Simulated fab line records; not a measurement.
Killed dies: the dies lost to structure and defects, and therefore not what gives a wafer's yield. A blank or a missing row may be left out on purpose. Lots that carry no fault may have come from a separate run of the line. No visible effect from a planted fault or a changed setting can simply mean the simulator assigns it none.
Comparing a struck lot with a sound one -- flow rit cmos -- 27 out of 202 route steps
Sound: these wafers, L238.2, L238.3, L238.5. Struck: wafer L246.1 (L246.4, L246.6, from the same lot, were not struck and are left out); the cause is given at the end.
At each step with rows: each side's tool, then ch and its chambers, then its first start. Under that, the readings that differ: sound wafers -- struck wafers -- difference of the means -- sigmas: that difference in standard deviations of wafers without a fault.
alike: a reading whose means differ by less than 2 such deviations, as well as words and numbers matching on both sides. not compared: withheld readings; readings where some wafer has no value; bounds like >300 that might hide an equal value; numbers whose values overlap and for which the record gives no deviation.
The two part at a step that has a row with sigmas, a row that says differs or no value, or rows on one side only. Non-overlapping numbers with no deviation appear without sigmas and do not part them. Lack of a reading on every wafer of one side parts them only where that side has two or more wafers.

first, 4 steps without rows for these wafers: RIT_CONTACT_SOFTBAKE_04 (time 60 s); RIT_CONTACT_EXPOSE_05 (exposes mask M11, target cd 1000 nm); RIT_CONTACT_PEB_06; RIT_CONTACT_DEVELOP_07 (develop time 120 s).
RIT_CONTACT_CD_MEAS_08: the cd target is 1000 nm.
  sound on cd sem-02 at day 3 20:01; struck on cd sem-01 at day 5 11:14
reading,sound,struck,difference,sigmas
cd nm (nm),999.5 1000.9 1002.6,974.5,-26.5,-10
RIT_CONTACT_OVL_MEAS_09:
  sound on overlay-02 at day 3 20:07; struck on overlay-02 at day 5 11:22
  alike: CONTACT_OVL
then, 1 step without rows for these wafers: RIT_CONTACT_HARDBAKE_10 (time 60 s).
RIT_CONTACT_ETCH_11: etches SiO2 in CHF3/CF4/Ar, stops on TiSi2, target depth 480 nm, time 320 s.
  sound on rie diel-04 ch 0,2,3, day 3 20:18; struck on rie diel-02 ch 3, day 5 11:45
  alike: CHF3_flow_sccm, chamber pressure mTorr, drypump motor current A, oes product au, throttle valve pct
  not compared: rf hours counter h
RIT_CONTACT_STRIP_12: strips in O2, time 180 s.
  sound on plasma asher-03 ch 0,1, day 3 20:30; struck on plasma asher-04 ch 1, day 5 11:56
  alike: chamber pressure mTorr, drypump motor current A
  not compared: rf hours counter h
RIT_CONTACT_CD_MEAS_90: the cd target is 1000 nm.
  sound on cd sem-01 at day 3 20:41; struck on cd sem-01 at day 5 12:07
reading,sound,struck,difference,sigmas
cd nm (nm),999.9 1001.1 1002.0,974.7,-26.3,-10
then, 2 steps without rows for these wafers: RIT_CONTACT_CLEAN_13 (cleans in SC1, time 600 s); RIT_CONTACT_CLEAN_14 (cleans in SC2, time 600 s).
RIT_M1_SPUTTER_00: material Al, target thk 400 nm, time 500 s.
  sound on pvd sputter-04 at day 3 21:08; struck on pvd sputter-04 at day 5 12:36
  alike: throttle valve pct
RIT_M1_RS_MEAS_01: the measuring method here is four-point-probe.
  sound on film metro-02 at day 3 21:28; struck on film metro-02 at day 5 12:53
reading,sound,struck,difference,sigmas
M1_AL_RS (ohm/sq),0.0736 0.0716 0.0738,0.0986,+0.0256,+27
RIT_M1_THK_MEAS_02: measures by xrf.
  sound on film metro-02 at day 3 21:34; struck on film metro-02 at day 5 13:01
reading,sound,struck,difference,sigmas
M1_AL_THK (nm),397 409 394,321,-79,-15
then, 6 steps without rows for these wafers: RIT_M1_HMDS_03 (prime time 60 s); RIT_M1_COAT_04 (resist thk 1300 nm); RIT_M1_SOFTBAKE_05 (time 60 s); RIT_M1_EXPOSE_06 (exposes mask M12, target cd 2600 nm); RIT_M1_PEB_07; RIT_M1_DEVELOP_08 (develop time 68 s).
RIT_M1_CD_MEAS_09: the cd target is 2600 nm.
  sound on cd sem-02 at day 3 22:38; struck on cd sem-02 at day 5 14:05
  alike: cd nm
RIT_M1_OVL_MEAS_10:
  sound on overlay-01 at day 3 22:45; struck on overlay-01 at day 5 14:12
  alike: M1_OVL
then, 1 step without rows for these wafers: RIT_M1_HARDBAKE_11 (time 120 s).
RIT_M1_METAL_ETCH_12: etches Al in Cl2/BCl3, stops on SiO2, time 165 s, target depth 600 nm.
  sound on rie metal-02 ch 0,1, day 3 23:10; struck on rie metal-04 ch 0, day 5 14:29
reading,sound,struck,difference,sigmas
bcl3 flow sccm (sccm),50.31 50.29 50.05,49.83,-0.39,-3
oes product au (a.u.),0.781 0.766 0.754,0.694,-0.073,-5
  alike: chamber pressure mTorr, drypump motor current A, throttle valve pct
  not compared: rf hours counter h
then, 1 step without rows for these wafers: RIT_M1_STRIP_13 (strips in nmp, time 600 s).
RIT_M1_PROBE_99:
  sound on prober-02 at day 4 01:28; struck on prober-02 at day 5 16:45
reading,sound,struck,difference,sigmas
defect limited yield (%),97.3 95.8 96.2,100.0,+3.6,+3
killed at front end,7 10 10,0,-9,-3
killed dies,7 11 10,0,-9,-3
killed open,4 7 5,0,-5,-2
sort_bin_6_memory (%),1.9 1.5 1.1,0,-2,-2
sort n pass,257 253 254,264,+9,+3
sort yield pct (%),97.3 95.8 96.2,100.0,+3.6,+3
model.etest.contact to gate.bv left v (V),89.82 93.08 89.58,94.85,+4.02,
model.etest.contact to gate.bv right v (V),89.46 88.87 89.53,97.38,+8.09,
  alike: killed at contacts, killed short, sort_bin_3_pad_short, sort_bin_5_function

== WHERE THEY PART ==
Last at RIT_M1_PROBE_99 as far as this record goes, first at RIT_CONTACT_CD_MEAS_08.

WHY: what had been put in by the simulator
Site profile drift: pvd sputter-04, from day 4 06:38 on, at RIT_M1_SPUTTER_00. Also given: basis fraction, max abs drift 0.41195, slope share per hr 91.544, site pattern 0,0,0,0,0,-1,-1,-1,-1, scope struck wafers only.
